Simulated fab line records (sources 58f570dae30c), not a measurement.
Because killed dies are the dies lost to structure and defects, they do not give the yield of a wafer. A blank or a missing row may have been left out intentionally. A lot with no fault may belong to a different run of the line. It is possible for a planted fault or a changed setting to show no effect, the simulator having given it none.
What tool caused it? / flow berkeley_cmos170 / route of 331 steps, sampled at 1 step: 14 lots, 42 wafers

== WHAT EACH GAUGE READ, for each wafer ==
The record lacks any reading of a measuring or inspecting step that a usual standard deviation could be used to judge.

== EACH LOT AND THE TOOL THAT RAN IT (in order: tool; ch and the chambers of the sampled wafers; start) ==
lot=L893; UCB170_PFIELD_PEB_04=litho_track-02 ch 0, day 4 19:17
lot=L894; UCB170_PFIELD_PEB_04=litho_track-04 ch 0, day 5 04:38
lot=L896; UCB170_PFIELD_PEB_04=litho_track-03 ch 0, day 5 04:40
lot=L898; UCB170_PFIELD_PEB_04=litho_track-03 ch 0, day 5 17:44
lot=L899; UCB170_PFIELD_PEB_04=litho_track-03 ch 0, day 6 01:17
lot=L904; UCB170_PFIELD_PEB_04=litho_track-02 ch 0, day 6 16:56
lot=L907; UCB170_PFIELD_PEB_04=litho_track-03 ch 0, day 7 16:49
lot=L906; UCB170_PFIELD_PEB_04=litho_track-04, day 7 17:04
lot=L908; UCB170_PFIELD_PEB_04=litho_track-03, day 8 02:40
lot=L913; UCB170_PFIELD_PEB_04=litho_track-04 ch 0, day 8 23:42
lot=L912; UCB170_PFIELD_PEB_04=litho_track-02 ch 0, day 8 23:51
lot=L914; UCB170_PFIELD_PEB_04=litho_track-04 ch 0, day 9 08:00
lot=L915; UCB170_PFIELD_PEB_04=litho_track-03 ch 0, day 9 08:40
lot=L916; UCB170_PFIELD_PEB_04=litho_track-02 ch 0, day 9 23:13
- UCB170_PFIELD_PEB_04

== AS READ BY THE TOOLS THEMSELVES (means over the sampled wafers that have a number; for cases with no such wafer, the mark the record gives instead) ==
UCB170_PFIELD_PEB_04.
lot=L893; tool=litho_track-02; chill_plate_temp_C (C)=22.94; exhaust_pa (Pa)=45.3
lot=L894; tool=litho_track-04; chill_plate_temp_C (C)=23.09; exhaust_pa (Pa)=43.6
lot=L896; tool=litho_track-03; chill_plate_temp_C (C)=22.90; exhaust_pa (Pa)=45.5
lot=L898; tool=litho_track-03; chill_plate_temp_C (C)=23.02; exhaust_pa (Pa)=46.3
lot=L899; tool=litho_track-03; chill_plate_temp_C (C)=23.05; exhaust_pa (Pa)=45.7
lot=L904; tool=litho_track-02; chill_plate_temp_C (C)=23.04; exhaust_pa (Pa)=44.7
lot=L907; tool=litho_track-03; chill_plate_temp_C (C)=23.00; exhaust_pa (Pa)=44.5
lot=L906; tool=litho_track-04; chill_plate_temp_C (C)=-; exhaust_pa (Pa)=-
lot=L908; tool=litho_track-03; chill_plate_temp_C (C)=-; exhaust_pa (Pa)=-
lot=L913; tool=litho_track-04; chill_plate_temp_C (C)=23.06; exhaust_pa (Pa)=45.7
lot=L912; tool=litho_track-02; chill_plate_temp_C (C)=23.00; exhaust_pa (Pa)=45.5
lot=L914; tool=litho_track-04; chill_plate_temp_C (C)=23.16; exhaust_pa (Pa)=44.4
lot=L915; tool=litho_track-03; chill_plate_temp_C (C)=22.99; exhaust_pa (Pa)=45.3
lot=L916; tool=litho_track-02; chill_plate_temp_C (C)=22.93; exhaust_pa (Pa)=45.4

== THE ANSWER, worked out from the rows above alone ==
Rule: the usual values come from the lots themselves. Put in order of their means at a reading, lots are off if they are a third of the lots or fewer, leave a main group of 4 or more, and stand apart from it by a gap of 3 or more times the standard deviation of the main group's means; of several such gaps the widest counts. Not used: any main group whose means are identical at the precision the tables above print for the reading. Also off: a lot with no number at a reading for which 4 or more lots have one. The other lots that the step has rows for count as sound. The gauges are gone through in route order, then the tools' own readings, and for those a lot's mean is taken as printed above. At the first step where some lot is off, the reading lying furthest off is the one used; lots without a number count as furthest.
Off: L906, L908 (UCB170_PFIELD_PEB_04, chill_plate_temp_C). Without a number there: L906, L908. Mean 23.02 C and standard deviation 0.069 in the main group.
If a tool, at that step or one of the process steps before it, ran each lot that is off and ran no sound lot following the first of them, it fits. None of those tried fits.

== WHAT THE SIMULATOR PUT IN ==
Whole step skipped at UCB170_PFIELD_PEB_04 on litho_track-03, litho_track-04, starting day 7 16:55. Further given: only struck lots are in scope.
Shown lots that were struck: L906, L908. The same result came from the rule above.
